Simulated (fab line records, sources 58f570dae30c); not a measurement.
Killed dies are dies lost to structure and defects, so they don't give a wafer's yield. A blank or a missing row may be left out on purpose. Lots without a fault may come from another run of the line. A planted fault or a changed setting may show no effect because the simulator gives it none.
Split-lot experiment | flow berkeley_cmos170 | 5 lots, 23 wafers read, on a route of 331 steps

THE SPLIT
At UCB170_PWELL_IMPLANT_15, the setting dose_cm2 was moved away from the recipe's 5e+12 on 8 of the 23 wafers read, by -7.0% to +5.5%. The other wafers ran this setting at the recipe's value.

FROM THE SPLIT TO THE READING: what the file shows between them, 1 step
- UCB170_PWELL_STRIP_16: strips in O2

THE READING
PWELL_TW, at UCB170_PWELL_TW_MEAS_17. Fault-free wafers of this fab line usually give 375, standard deviation 3.9.

wafer  | tool, chamber at the split | dose_cm2 as run | against the recipe | PWELL_TW | against lot-mates on the recipe
L078.2 | implanter-02, 0            | 5.274e+12       | +5.5%              | 376      | +6
L078.3 | implanter-02, 0            | 5e+12           | recipe             | 370      | -
L078.4 | implanter-02, 0            | 5e+12           | recipe             | 371      | -
L078.5 | implanter-02, 0            | 5.274e+12       | +5.5%              | 378      | +8
L078.6 | implanter-02, 0            | 5e+12           | recipe             | 370      | -
L077.1 | implanter-01, 0            | 5e+12           | recipe             | 382      | -
L077.4 | implanter-01, 0            | 5e+12           | recipe             | 384      | -
L077.5 | implanter-01, 0            | 5e+12           | recipe             | 382      | -
L080.1 | implanter-01, 0            | 5e+12           | recipe             | 374      | -
L080.2 | implanter-01, 0            | 5e+12           | recipe             | 373      | -
L080.3 | implanter-01, 0            | 5e+12           | recipe             | 374      | -
L080.5 | implanter-01, 0            | 5e+12           | recipe             | 374      | -
L080.6 | implanter-01, 0            | 5e+12           | recipe             | 374      | -
L084.1 | implanter-02, 0            | 5e+12           | recipe             | 375      | -
L084.2 | implanter-02, 0            | 4.652e+12       | -7.0%              | 365      | -10
L084.3 | implanter-02, 0            | 5e+12           | recipe             | 374      | -
L084.5 | implanter-02, 0            | 4.652e+12       | -7.0%              | 365      | -10
L084.6 | implanter-02, 0            | 4.652e+12       | -7.0%              | 365      | -10
L085.1 | implanter-02, 0            | 4.853e+12       | -2.9%              | 369      | -4
L085.3 | implanter-02, 0            | 4.853e+12       | -2.9%              | 372      | -1
L085.4 | implanter-02, 0            | 4.853e+12       | -2.9%              | 370      | -3
L085.5 | implanter-02, 0            | 5e+12           | recipe             | 373      | -
L085.6 | implanter-02, 0            | 5e+12           | recipe             | 373      | -

THE FIT
A straight line over all 23 wafers: PWELL_TW changes by +1.1 for each +1% of dose_cm2; r = +0.68; the points scatter about the line by 3.8.
The same after taking each lot's own level away (the mean of its wafers on the recipe; 23 wafers): +1.28 for each +1%; r = +0.98; scatter 0.88.
On that fit, the largest move of dose_cm2 shifts the reading by 8.9.
The lots' own levels span 370.3 to 382.7, that is 3.2 times the standard deviation above.
So the lot-to-lot level blurs the effect unless lot-mates are compared.
Check: with one of the wafers moved furthest among these (-7.0%) left out of the fit, the line predicts -8.68 for it against its lot-mates. It came out at -9.5 against them.

OTHER SPLITS ON THESE WAFERS
These wafers also went through other splits before the reading. Each is held against what the fit with the lots' levels taken away leaves over:
other split on the same wafers         | wafers away from the commonest value | r with PWELL_TW (lot level and that fit taken away)
UCB170_START_OXIDATION_02 temp_c       | 18                                   | -0.34
UCB170_PWELL_DEVELOP_12 develop_time_s | 11                                   | +0.02

THE FILE'S OWN FIT
PWELL_TW changes by +1.23 for each +1% of dose_cm2, r = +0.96.
